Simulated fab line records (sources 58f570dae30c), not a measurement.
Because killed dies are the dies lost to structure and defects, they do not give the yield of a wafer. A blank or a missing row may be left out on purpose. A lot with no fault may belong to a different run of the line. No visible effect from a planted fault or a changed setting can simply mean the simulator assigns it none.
Lot-split experiment || flow berkeley-cmos170 || 23 wafers read from 5 lots, route of 331 steps

== THE SPLIT ITSELF ==
At UCB170_V1_CMP_02 (polishes SiO2), the setting leave-above-ref-nm was moved away from the recipe's 1000 nm on 7 of the 23 wafers read, by -5.2% to +5.0%. This setting was run at the recipe's value on the other wafers.

Between the split and the reading, the file records no step.

== THE READING ==
V1_POLISHED_THK at UCB170_V1_THK_MEAS_04, in nm. On this fab line, fault-free wafers typically give 1000.5 nm with a standard deviation of 0.86 nm.

{"wafer": "L075.1", "tool, chamber at the split": "cmp-02, 2,3,0,1", "leave-above-ref-nm as run, nm": 1000, "against the recipe": "recipe", "V1_POLISHED_THK, nm": 1001.5, "against lot-mates on the recipe": "-"}
{"wafer": "L075.2", "tool, chamber at the split": "cmp-02, 2,3,0,1", "leave-above-ref-nm as run, nm": 1000, "against the recipe": "recipe", "V1_POLISHED_THK, nm": 1001.1, "against lot-mates on the recipe": "-"}
{"wafer": "L075.3", "tool, chamber at the split": "cmp-02, 2,3,0,1", "leave-above-ref-nm as run, nm": 1000, "against the recipe": "recipe", "V1_POLISHED_THK, nm": 1000.0, "against lot-mates on the recipe": "-"}
{"wafer": "L075.4", "tool, chamber at the split": "cmp-02, 2,3,0,1", "leave-above-ref-nm as run, nm": 1000, "against the recipe": "recipe", "V1_POLISHED_THK, nm": 1000.5, "against lot-mates on the recipe": "-"}
{"wafer": "L075.5", "tool, chamber at the split": "cmp-02, 2", "leave-above-ref-nm as run, nm": 1000, "against the recipe": "recipe", "V1_POLISHED_THK, nm": 1002.9, "against lot-mates on the recipe": "-"}
{"wafer": "L078.3", "tool, chamber at the split": "cmp-01, 1", "leave-above-ref-nm as run, nm": 1000, "against the recipe": "recipe", "V1_POLISHED_THK, nm": 1000.4, "against lot-mates on the recipe": "-"}
{"wafer": "L078.4", "tool, chamber at the split": "cmp-01, 0", "leave-above-ref-nm as run, nm": 1000, "against the recipe": "recipe", "V1_POLISHED_THK, nm": 1000.0, "against lot-mates on the recipe": "-"}
{"wafer": "L078.5", "tool, chamber at the split": "cmp-01, 3", "leave-above-ref-nm as run, nm": 1000, "against the recipe": "recipe", "V1_POLISHED_THK, nm": 1000.3, "against lot-mates on the recipe": "-"}
{"wafer": "L080.1", "tool, chamber at the split": "cmp-01, 2", "leave-above-ref-nm as run, nm": 1000, "against the recipe": "recipe", "V1_POLISHED_THK, nm": 1000.0, "against lot-mates on the recipe": "-"}
{"wafer": "L080.2", "tool, chamber at the split": "cmp-01, 3", "leave-above-ref-nm as run, nm": 947.7, "against the recipe": "-5.2%", "V1_POLISHED_THK, nm": 949.6, "against lot-mates on the recipe": -50.9}
{"wafer": "L080.3", "tool, chamber at the split": "cmp-01, 1", "leave-above-ref-nm as run, nm": 947.7, "against the recipe": "-5.2%", "V1_POLISHED_THK, nm": 948.1, "against lot-mates on the recipe": -52.4}
{"wafer": "L080.4", "tool, chamber at the split": "cmp-01, 0", "leave-above-ref-nm as run, nm": 1000, "against the recipe": "recipe", "V1_POLISHED_THK, nm": 1001.1, "against lot-mates on the recipe": "-"}
{"wafer": "L080.6", "tool, chamber at the split": "cmp-01, 2", "leave-above-ref-nm as run, nm": 947.7, "against the recipe": "-5.2%", "V1_POLISHED_THK, nm": 948.9, "against lot-mates on the recipe": -51.6}
{"wafer": "L082.1", "tool, chamber at the split": "cmp-02, 3", "leave-above-ref-nm as run, nm": 1050, "against the recipe": "+5.0%", "V1_POLISHED_THK, nm": 1051.3, "against lot-mates on the recipe": "+51.5"}
{"wafer": "L082.2", "tool, chamber at the split": "cmp-02, 1,3", "leave-above-ref-nm as run, nm": 1000, "against the recipe": "recipe", "V1_POLISHED_THK, nm": 999.5, "against lot-mates on the recipe": "-"}
{"wafer": "L082.3", "tool, chamber at the split": "cmp-02, 0", "leave-above-ref-nm as run, nm": 1050, "against the recipe": "+5.0%", "V1_POLISHED_THK, nm": 1051.1, "against lot-mates on the recipe": "+51.3"}
{"wafer": "L082.4", "tool, chamber at the split": "cmp-02, 2", "leave-above-ref-nm as run, nm": 1000, "against the recipe": "recipe", "V1_POLISHED_THK, nm": 999.8, "against lot-mates on the recipe": "-"}
{"wafer": "L082.6", "tool, chamber at the split": "cmp-02, 1,3", "leave-above-ref-nm as run, nm": 1000, "against the recipe": "recipe", "V1_POLISHED_THK, nm": 1000.1, "against lot-mates on the recipe": "-"}
{"wafer": "L084.1", "tool, chamber at the split": "cmp-01, 3", "leave-above-ref-nm as run, nm": 1000, "against the recipe": "recipe", "V1_POLISHED_THK, nm": 999.6, "against lot-mates on the recipe": "-"}
{"wafer": "L084.2", "tool, chamber at the split": "cmp-01, 0", "leave-above-ref-nm as run, nm": 951.9, "against the recipe": "-4.8%", "V1_POLISHED_THK, nm": 951.5, "against lot-mates on the recipe": -48.4}
{"wafer": "L084.3", "tool, chamber at the split": "cmp-01, 1", "leave-above-ref-nm as run, nm": 951.9, "against the recipe": "-4.8%", "V1_POLISHED_THK, nm": 951.7, "against lot-mates on the recipe": -48.2}
{"wafer": "L084.5", "tool, chamber at the split": "cmp-01, 2", "leave-above-ref-nm as run, nm": 1000, "against the recipe": "recipe", "V1_POLISHED_THK, nm": 999.2, "against lot-mates on the recipe": "-"}
{"wafer": "L084.6", "tool, chamber at the split": "cmp-01, 3", "leave-above-ref-nm as run, nm": 1000, "against the recipe": "recipe", "V1_POLISHED_THK, nm": 1000.9, "against lot-mates on the recipe": "-"}
Where a row lists several chambers, the file gives one row for several wafers and doesn't say which wafer went through which chamber.

THE FIT
A straight line over all 23 wafers: V1_POLISHED_THK changes by +10 nm for each +1% of leave-above-ref-nm; r = +1.00; the points scatter about the line by 0.9 nm.
The same after taking each lot's own level away (the mean of its wafers on the recipe; 23 wafers): +10.1 nm for each +1%; r = +1.00; scatter 0.77 nm.
On that fit, the largest move of leave-above-ref-nm shifts the reading by 53 nm.
The lots' own levels span 999.80 to 1001.20 nm, that is 1.6 times the standard deviation above.
So the lot-to-lot level changes the slope little: the two slopes agree.
Check: -52.6 nm against its lot-mates is what the line predicts for one of the wafers moved furthest among these (-5.2%) when that wafer is left out of the fit. Against them it came out at -50.9 nm.

== OTHER SPLITS APPLIED TO THESE WAFERS ==
Before the reading, these wafers also passed through other splits. Each is held against what the fit with the lots' levels taken away leaves over:
{"other split on the same wafers": "UCB170_CONTACT_ETCH_17 pressure-mtorr", "wafers away from the commonest value": 18, "r with V1_POLISHED_THK (lot level and that fit taken away)": "+0.06"}

== THE WHOLE CHAIN: every reading that the file lists as answering this split, in the file's order ==
{"step": "UCB170_V1_CMP_02", "what it does": "polishes SiO2", "reading": "SiO2_of_V1_CVD_00.thk-nm (the simulator's own value, which no gauge read)", "change (the file's fit)": "+10.1 nm for each +1% of the setting", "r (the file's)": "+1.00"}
{"step": "UCB170_V1_THK_MEAS_04", "what it does": "", "reading": "V1_POLISHED_THK", "change (the file's fit)": "+10.1 for each +1% of the setting", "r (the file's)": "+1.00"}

== THE FILE'S OWN FIT ==
V1_POLISHED_THK changes by +10.1 nm for each +1% of leave-above-ref-nm, r = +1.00.
